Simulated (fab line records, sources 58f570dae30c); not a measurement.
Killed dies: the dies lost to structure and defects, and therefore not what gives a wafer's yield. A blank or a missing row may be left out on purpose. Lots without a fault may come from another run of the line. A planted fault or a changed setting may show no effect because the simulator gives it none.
Split-lot experiment / flow berkeleyCmos170 / 23 wafers read from 5 lots, route of 331 steps

## ABOUT THE SPLIT
At UCB170_BACKSIDE_COAT_01 (resist thk 900 nm), the setting resistThkNm was moved away from the recipe's 900 nm on 5 of the 23 wafers read, by -4.9% to +2.4%. This setting was run at the recipe's value on the other wafers.

The reading comes from the split's own step.

## THE READING
KrF_of_BACKSIDE_COAT_01.thkNm (the simulator's own value, which no gauge read), in nm, at UCB170_BACKSIDE_COAT_01 (resist thk 900 nm). There is no usual value for it anywhere in the file. Here, 18 wafers ran the recipe; their average is 901.0 nm with a standard deviation of 2 nm.

wafer=L076.1; tool, chamber at the split=lithoTrack-04, 0; resistThkNm as run, nm=921.5; against the recipe=+2.4%; KrF_of_BACKSIDE_COAT_01.thkNm, nm=922.9; against lot-mates on the recipe=+20.6
wafer=L076.2; tool, chamber at the split=lithoTrack-04, 0; resistThkNm as run, nm=900; against the recipe=recipe; KrF_of_BACKSIDE_COAT_01.thkNm, nm=901.8; against lot-mates on the recipe=-
wafer=L076.3; tool, chamber at the split=lithoTrack-04, 0; resistThkNm as run, nm=900; against the recipe=recipe; KrF_of_BACKSIDE_COAT_01.thkNm, nm=902.8; against lot-mates on the recipe=-
wafer=L076.4; tool, chamber at the split=lithoTrack-04, 0; resistThkNm as run, nm=921.5; against the recipe=+2.4%; KrF_of_BACKSIDE_COAT_01.thkNm, nm=921.9; against lot-mates on the recipe=+19.6
wafer=L076.5; tool, chamber at the split=lithoTrack-04, 0; resistThkNm as run, nm=921.5; against the recipe=+2.4%; KrF_of_BACKSIDE_COAT_01.thkNm, nm=922.6; against lot-mates on the recipe=+20.3
wafer=L075.1; tool, chamber at the split=lithoTrack-02, 0; resistThkNm as run, nm=900; against the recipe=recipe; KrF_of_BACKSIDE_COAT_01.thkNm, nm=899.4; against lot-mates on the recipe=-
wafer=L075.2; tool, chamber at the split=lithoTrack-02, 0; resistThkNm as run, nm=855.5; against the recipe=-4.9%; KrF_of_BACKSIDE_COAT_01.thkNm, nm=853.7; against lot-mates on the recipe=-45.3
wafer=L075.3; tool, chamber at the split=lithoTrack-02, 0; resistThkNm as run, nm=900; against the recipe=recipe; KrF_of_BACKSIDE_COAT_01.thkNm, nm=898.8; against lot-mates on the recipe=-
wafer=L075.5; tool, chamber at the split=lithoTrack-02, 0; resistThkNm as run, nm=900; against the recipe=recipe; KrF_of_BACKSIDE_COAT_01.thkNm, nm=898.9; against lot-mates on the recipe=-
wafer=L075.6; tool, chamber at the split=lithoTrack-02, 0; resistThkNm as run, nm=855.5; against the recipe=-4.9%; KrF_of_BACKSIDE_COAT_01.thkNm, nm=852.7; against lot-mates on the recipe=-46.3
wafer=L077.1; tool, chamber at the split=lithoTrack-02, 0; resistThkNm as run, nm=900; against the recipe=recipe; KrF_of_BACKSIDE_COAT_01.thkNm, nm=904.8; against lot-mates on the recipe=-
wafer=L077.2; tool, chamber at the split=lithoTrack-02, 0; resistThkNm as run, nm=900; against the recipe=recipe; KrF_of_BACKSIDE_COAT_01.thkNm, nm=904.6; against lot-mates on the recipe=-
wafer=L077.3; tool, chamber at the split=lithoTrack-02, 0; resistThkNm as run, nm=900; against the recipe=recipe; KrF_of_BACKSIDE_COAT_01.thkNm, nm=902.7; against lot-mates on the recipe=-
wafer=L082.2; tool, chamber at the split=lithoTrack-03, 0; resistThkNm as run, nm=900; against the recipe=recipe; KrF_of_BACKSIDE_COAT_01.thkNm, nm=900.7; against lot-mates on the recipe=-
wafer=L082.3; tool, chamber at the split=lithoTrack-03, 0; resistThkNm as run, nm=900; against the recipe=recipe; KrF_of_BACKSIDE_COAT_01.thkNm, nm=900.9; against lot-mates on the recipe=-
wafer=L082.4; tool, chamber at the split=lithoTrack-03, 0; resistThkNm as run, nm=900; against the recipe=recipe; KrF_of_BACKSIDE_COAT_01.thkNm, nm=900.4; against lot-mates on the recipe=-
wafer=L082.5; tool, chamber at the split=lithoTrack-03, 0; resistThkNm as run, nm=900; against the recipe=recipe; KrF_of_BACKSIDE_COAT_01.thkNm, nm=901.9; against lot-mates on the recipe=-
wafer=L082.6; tool, chamber at the split=lithoTrack-03, 0; resistThkNm as run, nm=900; against the recipe=recipe; KrF_of_BACKSIDE_COAT_01.thkNm, nm=903.1; against lot-mates on the recipe=-
wafer=L083.1; tool, chamber at the split=lithoTrack-03, 0; resistThkNm as run, nm=900; against the recipe=recipe; KrF_of_BACKSIDE_COAT_01.thkNm, nm=900.2; against lot-mates on the recipe=-
wafer=L083.2; tool, chamber at the split=lithoTrack-03, 0; resistThkNm as run, nm=900; against the recipe=recipe; KrF_of_BACKSIDE_COAT_01.thkNm, nm=900.8; against lot-mates on the recipe=-
wafer=L083.3; tool, chamber at the split=lithoTrack-03, 0; resistThkNm as run, nm=900; against the recipe=recipe; KrF_of_BACKSIDE_COAT_01.thkNm, nm=897.4; against lot-mates on the recipe=-
wafer=L083.4; tool, chamber at the split=lithoTrack-03, 0; resistThkNm as run, nm=900; against the recipe=recipe; KrF_of_BACKSIDE_COAT_01.thkNm, nm=900.5; against lot-mates on the recipe=-
wafer=L083.6; tool, chamber at the split=lithoTrack-03, 0; resistThkNm as run, nm=900; against the recipe=recipe; KrF_of_BACKSIDE_COAT_01.thkNm, nm=899; against lot-mates on the recipe=-

FIT RESULTS
A straight line over all 23 wafers: KrF_of_BACKSIDE_COAT_01.thkNm changes by +9.48 nm for each +1% of resistThkNm; r = +0.99; the points scatter about the line by 1.9 nm.
The same after taking each lot's own level away (the mean of its wafers on the recipe; 23 wafers): +9.04 nm for each +1%; r = +1.00; scatter 1.1 nm.
Per that fit: largest resistThkNm move, reading shift of 45 nm.
From 899.03 to 904.03 nm: that is the span of the lots' own levels, equal to 2.5 times the standard deviation above.
Consequently the slope shifts little with the lot-to-lot level, the two slopes agreeing.
Check: for one of the wafers moved furthest among these (-4.9%), held out of the fit, the line's prediction against its lot-mates is -44.8 nm. It came out at -45.3 nm against them.

## THE WHOLE CHAIN: every reading that the file lists as answering this split, in the file's order
step=UCB170_BACKSIDE_COAT_01; what it does=resist thk 900 nm; reading=KrF_of_BACKSIDE_COAT_01.thkNm (the simulator's own value, which no gauge read); change (the file's fit)=+9.12 nm for each +1% of the setting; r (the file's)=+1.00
step=UCB170_BACKSIDE_STRIP_03; what it does=strips in O2; reading=stripTimeToEndpointS; change (the file's fit)=withheld for each +1% of the setting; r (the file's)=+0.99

## FILE'S OWN FIT
KrF_of_BACKSIDE_COAT_01.thkNm changes by +9.12 nm for each +1% of resistThkNm, r = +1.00.
